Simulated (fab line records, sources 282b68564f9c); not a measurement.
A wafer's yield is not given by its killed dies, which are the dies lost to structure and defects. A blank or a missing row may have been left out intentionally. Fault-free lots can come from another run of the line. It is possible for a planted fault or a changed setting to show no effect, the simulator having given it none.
One fault through the eyes of 2 desks | flow ritCmos | every desk sees just its own numbers, and what lay behind them comes last

== AT THE METROLOGY DESK ==
Lot by lot, what the gauges showed, no matter which tool ran the lot: averages of those sampled wafers that carry a number. The brackets show how far a lot's mean lies from the usual mean; more than 4 standard deviations puts the lot out of limits, marked OUT.
Columns: A = ACTIVE_OXIDE_THK at RIT_ACTIVE_THK_MEAS_02, usual 47.1 nm
lot  | first seen here | A
L391 | day 1 12:34     | 47.9
L392 | day 1 20:59     | 46.6
L394 | day 2 03:24     | 47.9
L395 | day 2 08:38     | 47.4
L398 | day 2 23:03     | 51.2 (+5.7) OUT
L400 | day 3 09:03     | 49.7
L403 | day 4 00:51     | 46.8
L405 | day 4 11:30     | 47.0
L406 | day 4 16:16     | 47.2
L408 | day 5 01:07     | 46.9
L410 | day 5 11:59     | 46.7
L411 | day 5 18:26     | 48.2
L412 | day 6 00:23     | 47.2
L414 | day 6 07:03     | 46.6
This desk's finding: out of limits on L398; first on L398, day 2 23:03 (ACTIVE_OXIDE_THK at RIT_ACTIVE_THK_MEAS_02). L391, L392, L394, L395, L400, L403, L405, L406, L408, L410, L411, L412, L414 stayed within limits.

== FOR THE TOOL OWNER'S DESK: furnace-04 ==
The tool's own readings at RIT_ACTIVE_OXIDATION_01 (target thk 46.8 nm, ox time 3360 s): means of the sampled wafers that have a number, for each lot that ran on this tool. The brackets show how far a lot's mean lies from the usual mean; more than 4 standard deviations puts the lot out of limits, marked OUT.
Columns: A = spikeTcLoadC at RIT_ACTIVE_OXIDATION_01, usual 1026.9 C; B = tube_center_temp_C_max at RIT_ACTIVE_OXIDATION_01, usual 1002.6
lot  | first seen here | A      | B
L394 | day 2 01:28     | 1024.6 | 1002.5
L395 | day 2 06:41     | 1024.8 | 1002.5
L398 | day 2 21:07     | 1024.3 | 1002.9
L400 | day 3 07:07     | 1024.6 | 1002.8
Finding of this desk: none of the 4 lots has anything out of limits.

== ALL TOGETHER ==
On L398, the metrology desk was in a position to raise an alarm at day 2 23:03.
Nothing out of limits was seen by the tool owner's desk.
The tool owner's desk has L398 on record, within its limits.
On furnace-04, each named lot ran RIT_ACTIVE_OXIDATION_01.

== WHAT THE SIMULATOR PUT IN ==
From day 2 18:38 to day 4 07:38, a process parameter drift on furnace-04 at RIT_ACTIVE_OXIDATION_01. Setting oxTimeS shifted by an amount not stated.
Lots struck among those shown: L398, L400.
Hours from the fault's start to each desk's first reading out of limits: the metrology desk, 4.
